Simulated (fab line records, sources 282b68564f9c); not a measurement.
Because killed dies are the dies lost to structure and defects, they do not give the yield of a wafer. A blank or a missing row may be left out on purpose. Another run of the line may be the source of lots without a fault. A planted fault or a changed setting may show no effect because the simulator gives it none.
A lot that was struck, set against a sound lot :: flow rit_cmos :: 14 steps out of a route of 202
Sound: the wafers L742.3, L742.4, L742.5. Struck: wafers L735.2, L735.4, L735.5. At the end, the cause is stated.
Per side, at each step with rows, come the tool, then ch with its chambers, and then its first start. Under that, the readings that differ: sound wafers :: struck wafers :: difference of the means :: sigmas: that difference in standard deviations of wafers without a fault.
alike: a reading whose means differ by less than 2 such deviations, as well as words and numbers matching on both sides. not compared: withheld readings; readings where some wafer has no value; bounds like >300 that might hide an equal value; numbers whose values overlap and for which the record gives no deviation.
Wherever a step has rows on one side only, a row that says differs or no value, or a row with sigmas, the two part there. When numbers do not overlap yet have no deviation, they are printed without sigmas and do not part them. Lack of a reading on every wafer of one side parts them only where that side has two or more wafers.

RIT_CONTACT_ETCH_11: etches SiO2 in CHF3/CF4/Ar, stops on TiSi2, target depth 480 nm, time 320 s.
  sound on rie_diel-01 ch 1,2, day 6 11:30; struck on rie_diel-03 ch 0,1,3, day 5 02:13
  alike: drypump_motor_current_A, oes_product_au, throttle_valve_pct
  not compared: rf_hours_counter_h
RIT_CONTACT_STRIP_12: strips in O2, time 180 s.
  sound on plasma_asher-02 ch 0,1, day 6 11:45; struck on plasma_asher-02 ch 0,1, day 5 02:25
  alike: drypump_motor_current_A
  not compared: rf_hours_counter_h
RIT_CONTACT_CD_MEAS_90: the cd target is 1000 nm.
  sound on cd_sem-01 at day 6 11:54; struck on cd_sem-01 at day 5 02:37
  alike: cd_nm
then, 2 steps without rows for these wafers: RIT_CONTACT_CLEAN_13 (cleans in SC1, time 600 s); RIT_CONTACT_CLEAN_14 (cleans in SC2, time 600 s).
RIT_M1_SPUTTER_00: material Al, target thk 400 nm, time 488.3 s.
  sound on pvd_sputter-04 at day 6 12:21; struck on pvd_sputter-02 at day 5 03:04
  alike: throttle_valve_pct
RIT_M1_RS_MEAS_01: uses a four-point probe to measure.
  sound on film_metro-03 at day 6 12:41; struck on film_metro-04 at day 5 03:23
  alike: M1_AL_RS
RIT_M1_THK_MEAS_02: measures by xrf.
  sound on film_metro-03 at day 6 12:47; struck on film_metro-04 at day 5 03:29
  alike: M1_AL_THK
then, 4 steps without rows for these wafers: RIT_M1_HMDS_03 (prime time 60 s); RIT_M1_COAT_04 (resist thk 1300 nm); RIT_M1_SOFTBAKE_05 (time 60 s); RIT_M1_EXPOSE_06 (exposes mask M12, target cd 2600 nm).
RIT_M1_PEB_07:
  struck on litho_track-04, day 5 04:08; sound on litho_track-04 ch 0, day 6 13:26
reading: exhaust_pa (Pa)
sound: 45.1 43.2 44.9
struck: - - -
difference: no value on the struck wafers
sigmas: 
  not compared: chill_plate_temp_C, resist_line_temp_C
then, 1 step without rows for these wafers: RIT_M1_DEVELOP_08 (develop time 70.99 s).

WHERE THEY PART
RIT_M1_PEB_07 only, going by this record.

WHY: the cause the simulator had injected
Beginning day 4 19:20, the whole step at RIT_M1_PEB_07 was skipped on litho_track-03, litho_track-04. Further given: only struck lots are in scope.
